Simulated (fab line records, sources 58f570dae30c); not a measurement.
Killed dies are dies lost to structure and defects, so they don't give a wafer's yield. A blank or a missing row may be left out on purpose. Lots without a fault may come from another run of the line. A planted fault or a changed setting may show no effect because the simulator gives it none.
Split-lot experiment | flow berkeley_cmos170 | 5 lots, 27 wafers read, on a route of 331 steps

THE SPLIT
At UCB170_ACTIVE_ETCH_15 (etches Si3N4 in CH3F/Ar/O2, stops on SiO2, target depth 242 nm, time 151 s), the setting time_s was moved away from the recipe's 151 s on 9 of the 27 wafers read, by -55.3% to +52.1%. The other wafers ran this setting at the recipe's value.

The reading is taken at the split's own step.

THE READING
KrF_of_ACTIVE_COAT_08.thk_nm (the simulator's own value, which no gauge read), in nm, at UCB170_ACTIVE_ETCH_15 (etches Si3N4 in CH3F/Ar/O2, stops on SiO2, target depth 242 nm, time 151 s). The file gives no usual value for it. The 18 wafers here that ran the recipe average 723.8 nm, standard deviation 2.7 nm.

wafer  | tool, chamber at the split | time_s as run, s | against the recipe | KrF_of_ACTIVE_COAT_08.thk_nm, nm | against lot-mates on the recipe
L077.1 | rie_diel-04, 3             | 151              | recipe             | 720.2                            | -
L077.2 | rie_diel-04, 2             | 151              | recipe             | 721.7                            | -
L077.3 | rie_diel-04, 1             | 106.7            | -29.3%             | 768.6                            | +48.0
L077.4 | rie_diel-04, 0             | 106.7            | -29.3%             | 765.1                            | +44.5
L077.5 | rie_diel-04, 1             | 151              | recipe             | 720                              | -
L077.6 | rie_diel-04, 2             | 106.7            | -29.3%             | 769.8                            | +49.2
L076.1 | rie_diel-02, 1             | 151              | recipe             | 722.5                            | -
L076.2 | rie_diel-02, 2             | 151              | recipe             | 727                              | -
L076.3 | rie_diel-02, 3             | 229.6            | +52.1%             | 640.3                            | -83.5
L076.4 | rie_diel-02, 0             | 229.6            | +52.1%             | 638.7                            | -85.1
L076.5 | rie_diel-02, 3             | 151              | recipe             | 721.8                            | -
L076.6 | rie_diel-02, 0             | 229.6            | +52.1%             | 642.2                            | -81.6
L079.1 | rie_diel-04, 2             | 151              | recipe             | 723.7                            | -
L079.2 | rie_diel-04, 1             | 151              | recipe             | 723.5                            | -
L079.3 | rie_diel-04, 3             | 151              | recipe             | 724.7                            | -
L081.1 | rie_diel-02, 3             | 67.43            | -55.3%             | 812.8                            | +90.9
L081.2 | rie_diel-02, 0             | 67.43            | -55.3%             | 810                              | +88.1
L081.3 | rie_diel-02, 1             | 151              | recipe             | 721.3                            | -
L081.4 | rie_diel-02, 2             | 151              | recipe             | 722.4                            | -
L081.5 | rie_diel-02, 0             | 67.43            | -55.3%             | 810.6                            | +88.7
L081.6 | rie_diel-02, 3             | 151              | recipe             | 722.1                            | -
L083.1 | rie_diel-04, 2             | 151              | recipe             | 729.7                            | -
L083.2 | rie_diel-04, 1             | 151              | recipe             | 726.1                            | -
L083.3 | rie_diel-04, 0             | 151              | recipe             | 722.8                            | -
L083.4 | rie_diel-04, 3             | 151              | recipe             | 726.7                            | -
L083.5 | rie_diel-04, 2             | 151              | recipe             | 728.8                            | -
L083.6 | rie_diel-04, 1             | 151              | recipe             | 723.5                            | -

THE FIT
A straight line over all 27 wafers: KrF_of_ACTIVE_COAT_08.thk_nm changes by -1.58 nm for each +1% of time_s; r = -1.00; the points scatter about the line by 2.6 nm.
The same after taking each lot's own level away (the mean of its wafers on the recipe; 27 wafers): -1.61 nm for each +1%; r = -1.00; scatter 1.8 nm.
On that fit, the largest move of time_s shifts the reading by 89 nm.
The lots' own levels span 720.63 to 726.27 nm, that is 2.1 times the standard deviation above.
So the lot-to-lot level changes the slope little: the two slopes agree.
Check: with one of the wafers moved furthest among these (-55.3%) left out of the fit, the line predicts +88.6 nm for it against its lot-mates. It came out at +90.9 nm against them.

OTHER SPLITS ON THESE WAFERS
These wafers also went through other splits before the reading. Each is held against what the fit with the lots' levels taken away leaves over:
other split on the same wafers      | wafers away from the commonest value | r with KrF_of_ACTIVE_COAT_08.thk_nm (lot level and that fit taken away)
UCB170_START_OXIDATION_02 ox_time_s | 18                                   | -0.01
UCB170_PWELL_ETCH_14 time_s         | 6                                    | +0.23

THE WHOLE CHAIN: every reading that the file lists as answering this split, in the file's order
step                   | what it does                                                               | reading                                                                             | change (the file's fit)                                                              | r (the file's)
UCB170_ACTIVE_ETCH_15  | etches Si3N4 in CH3F/Ar/O2, stops on SiO2, target depth 242 nm, time 151 s | etch.depth_nm (the simulator's own value, which no gauge read)                      | not straight: 107.4 at the lowest setting, 220 at the recipe, 220.2 at the highest   | not given
UCB170_ACTIVE_ETCH_15  | etches Si3N4 in CH3F/Ar/O2, stops on SiO2, target depth 242 nm, time 151 s | KrF_of_ACTIVE_COAT_08.thk_nm (the simulator's own value, which no gauge read)       | -1.61 nm for each +1% of the setting                                                 | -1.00
UCB170_ACTIVE_ETCH_15  | etches Si3N4 in CH3F/Ar/O2, stops on SiO2, target depth 242 nm, time 151 s | SiO2_of_ACTIVE_OXIDATION_02.thk_nm (the simulator's own value, which no gauge read) | not straight: 24.63 at the lowest setting, 22.87 at the recipe, 2.741 at the highest | not given
UCB170_ACTIVE_STRIP_16 | strips in O2                                                               | strip_time_to_endpoint_s                                                            | withheld for each +1% of the setting                                                 | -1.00

THE FILE'S OWN FIT
KrF_of_ACTIVE_COAT_08.thk_nm changes by -1.61 nm for each +1% of time_s, r = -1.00.
